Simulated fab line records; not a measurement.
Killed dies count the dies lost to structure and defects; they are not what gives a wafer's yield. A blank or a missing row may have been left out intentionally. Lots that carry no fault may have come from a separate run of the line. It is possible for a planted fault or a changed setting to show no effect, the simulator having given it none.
A struck lot beside a sound one / flow berkeley_cmos170 / 15 out of 331 route steps
Sound: these wafers, L242.1, L242.2, L242.5. Struck: wafers L240.4, L240.6. (L240.5 of the same lot was not struck and is left out.) The cause comes at the end.
Order at every step that has rows: each side's tool, ch and its chambers, its first start. Under that, the readings that differ: sound wafers / struck wafers / difference of the means / sigmas: that difference in standard deviations of wafers without a fault.
alike: readings whose means differ by less than 2 such deviations, and words and numbers that are the same on both sides. not compared: withheld readings, readings that some wafer has no value for, bounds like >300 that may hide the same value, and numbers for which the record gives no deviation and whose values overlap.
Wherever a step has rows on one side only, a row that says differs or no value, or a row with sigmas, the two part there. When numbers do not overlap yet have no deviation, they are printed without sigmas and do not part them. A reading that every wafer of one side lacks parts them only if that side has two wafers or more.

first, 2 steps without rows for these wafers: UCB170_PWELL_ANNEAL_04 (time 922 s); UCB170_PWELL_CVD_05 (deposits Si3N4 from SiH2Cl2/NH3, target thk 220 nm, time 3300 s).
UCB170_PWELL_THK_MEAS_06:
  sound on film_metro-03, day 6 11:19; struck on film_metro-03, day 5 17:28
  alike: PWELL_NITRIDE_THK
then, 6 steps without rows for these wafers: UCB170_PWELL_HMDS_07 (prime time 60 s); UCB170_PWELL_COAT_08 (resist thk 900 nm); UCB170_PWELL_SOFTBAKE_09 (time 60 s); UCB170_PWELL_EXPOSE_10 (exposes mask PWELL, target cd 3000 nm); UCB170_PWELL_PEB_11; UCB170_PWELL_DEVELOP_12 (develop time 45 s).
UCB170_PWELL_OVL_MEAS_13:
  sound on overlay-01, day 6 12:38; struck on overlay-02, day 5 18:29
  alike: PWELL_OVL
UCB170_PWELL_ETCH_14: etches Si3N4 in CH3F/Ar/O2, stops on SiO2, target depth 242 nm, time 151 s.
  sound on rie_diel-01 ch 1,2,3, day 6 12:40; struck on rie_diel-01 ch 0,1, day 5 18:29
  alike: drypump_motor_current_A, oes_product_au, throttle_valve_pct
  not compared: rf_hours_counter_h
next, for these wafers, 1 step has no rows: UCB170_PWELL_IMPLANT_15.
UCB170_PWELL_STRIP_16: strips in O2.
  sound on plasma_asher-01 ch 0,1, day 6 12:55; struck on plasma_asher-04 ch 1, day 5 18:47
reading=drypump_motor_current_A (A); sound=6.4 5.3 6.4; struck=5.1 5.1; difference=-0.9; sigmas=-2
reading=oes_product_au (a.u.); sound=0.725 0.720 0.724; struck=0.641 0.641; difference=-0.082; sigmas=-18
reading=overash_fraction; sound=0.5 0.5 0.5; struck=0.8 0.8; difference=+0.3; sigmas=
  alike: strip_time_to_endpoint_s
  not compared: rf_hours_counter_h
UCB170_PWELL_TW_MEAS_17:
  sound on film_metro-02, day 6 13:01; struck on film_metro-03, day 5 18:52
  alike: PWELL_TW
next, for these wafers, 1 step has no rows: UCB170_M3_PROBE_99.

WHERE THEY PART
Only at UCB170_PWELL_STRIP_16, within this record. Later steps at which nothing parts them and some readings are alike: UCB170_PWELL_TW_MEAS_17.

WHY: what the simulator had put in
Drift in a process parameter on plasma_asher-04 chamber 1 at UCB170_PWELL_STRIP_16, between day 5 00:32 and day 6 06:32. Setting overash_fraction shifted by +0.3 from 0.5. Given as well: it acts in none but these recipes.
